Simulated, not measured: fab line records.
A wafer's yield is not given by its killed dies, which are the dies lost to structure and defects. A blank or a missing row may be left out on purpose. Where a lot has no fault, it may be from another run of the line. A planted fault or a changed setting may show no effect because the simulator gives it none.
Struck lot and sound lot, side by side -- flow rit cmos -- 21 steps out of a route of 202
Sound: the wafers L477.1, L477.2, L477.5. Wafers L474.1, L474.3, L474.5 were the ones struck. Last of all comes the cause.
Each step with rows lists, per side, the tool, then ch with its chambers, then its first start. Under that, the readings that differ: sound wafers -- struck wafers -- difference of the means -- sigmas: that difference in standard deviations of wafers without a fault.
alike: readings whose means differ by less than 2 such deviations, and words and numbers that are the same on both sides. not compared: withheld readings, readings that some wafer has no value for, bounds like >300 that may hide the same value, and numbers for which the record gives no deviation and whose values overlap.
The two part at a step that has a row with sigmas, a row that says differs or no value, or rows on one side only. Numbers that have no deviation but don't overlap get no sigmas and don't part them. A reading that every wafer of one side lacks parts them only if that side has two wafers or more.

first, 3 steps without rows for these wafers: RIT_GATE_CLEAN_02 (cleans in dHF, time 30 s); RIT_GATE_CLEAN_03 (cleans in SC2, time 600 s); RIT_GATE_CLEAN_04 (cleans in dHF, time 60 s).
RIT_FOX2_THK_MEAS_91:
  sound: film metro-04 at day 3 20:58; struck: film metro-01 at day 3 05:29
reading,sound,struck,difference,sigmas
FIELD_OXIDE_LEFT_2_THK (nm),250 250 247,265 269 263,+17,+2
then, 2 steps without rows for these wafers: RIT_GATE_OXIDATION_05 (target thk 3 nm, ox time 270 s); RIT_GATE_ANNEAL_06 (time 600 s).
RIT_GATE_THK_MEAS_07:
  sound: film metro-01 at day 3 22:22; struck: film metro-03 at day 3 06:52
  alike: GATE_OXIDE_THK
then, 1 step without rows for these wafers: RIT_GATE_CVD_08 (deposits poly-Si from SiH4, target thk 250 nm, time 2220 s).
RIT_GATE_THK_MEAS_09:
  sound: film metro-04 at day 4 00:02; struck: film metro-04 at day 3 08:33
  alike: GATE_POLY_THK
then, 3 steps without rows for these wafers: RIT_GATE_HMDS_10 (prime time 60 s); RIT_GATE_COAT_11 (resist thk 850 nm); RIT_GATE_SOFTBAKE_12 (time 60 s).
RIT_GATE_EXPOSE_13: exposes mask M6, target cd 150 nm.
  sound on iline stepper-01 ch 0, day 4 00:32; struck on iline stepper-02 ch 0, day 3 09:04
reading,sound,struck,difference,sigmas
mask,M6#0 M6#0 M6#0,M6_R1#0 M6_R1#0 M6_R1#0,differs,
then, 2 steps without rows for these wafers: RIT_GATE_PEB_14; RIT_GATE_DEVELOP_15 (develop time 50 s).
RIT_GATE_CD_MEAS_16: the cd target is 150 nm.
  sound: cd sem-02 at day 4 01:01; struck: cd sem-01 at day 3 09:28
reading,sound,struck,difference,sigmas
cd nm (nm),150.2 150.2 150.0,138.0 139.0 140.7,-10.9,-4
RIT_GATE_OVL_MEAS_17:
  sound: overlay-01 at day 4 01:08; struck: overlay-02 at day 3 09:35
  alike: GATE_OVL
then, 1 step without rows for these wafers: RIT_GATE_HARDBAKE_18 (time 60 s).
RIT_GATE_ETCH_19: etches poly-Si in SF6/CHF3/O2, stops on SiO2, time 165 s, target depth 312.5 nm.
  sound on rie si-02 ch 0,1,2, day 4 01:19; struck on rie si-01 ch 0,2, day 3 09:46
reading,sound,struck,difference,sigmas
model.GATE.cd nm (nm),149.9 149.9 149.8,138.1 138.9 140.2,-10.8,
  alike: chamber pressure mTorr, drypump motor current A, oes product au, throttle valve pct
  not compared: rf hours counter h
RIT_GATE_STRIP_20: strips in O2, time 180 s.
  sound on plasma asher-01 ch 0,1, day 4 01:31; struck on plasma asher-04 ch 0,1, day 3 09:52
  alike: chamber pressure mTorr, drypump motor current A
  not compared: rf hours counter h
RIT_M1_PROBE_99:
  sound: prober-01 at day 4 22:02; struck: prober-02 at day 4 06:46
reading,sound,struck,difference,sigmas
model.etest.pmos_0p3.r on ohm um,6107 6064 5971,5566 5533 5555,-496,
model.etest.pmos_0p15.r on ohm um,2749 2717 2722,2328 2370 2356,-378,
model.etest.pmos turned.r on ohm um,3460 3366 3436,2907 2963 2940,-484,
model.etest.nmos_0p15.r on ohm um,1137 1105 1122,1029 1038 1014,-94,
model.etest.nmos_0p3.r on ohm um,2142 2115 2109,1984 2001 1971,-137,
model.etest.nmos_0p15.drive ua um,471.5 480.6 482.6,556.2 553.2 549,+74.6,
model.etest.pmos_0p15.drive ua um,262.2 266.9 265.9,320.7 313.5 314.2,+51.1,
model.etest.nmos turned.drive ua um,313.1 321 320.8,377.4 369.7 375,+55.7,
  alike: killed at front end, killed dies, killed open, killed short

== WHERE THEY PART ==
Last at RIT_GATE_CD_MEAS_16 as far as this record goes, first at RIT_FOX2_THK_MEAS_91. Later steps at which nothing parts them and some readings are alike: RIT_GATE_OVL_MEAS_17, RIT_GATE_ETCH_19, RIT_GATE_STRIP_20, RIT_M1_PROBE_99.

WHY: what the simulator had put in
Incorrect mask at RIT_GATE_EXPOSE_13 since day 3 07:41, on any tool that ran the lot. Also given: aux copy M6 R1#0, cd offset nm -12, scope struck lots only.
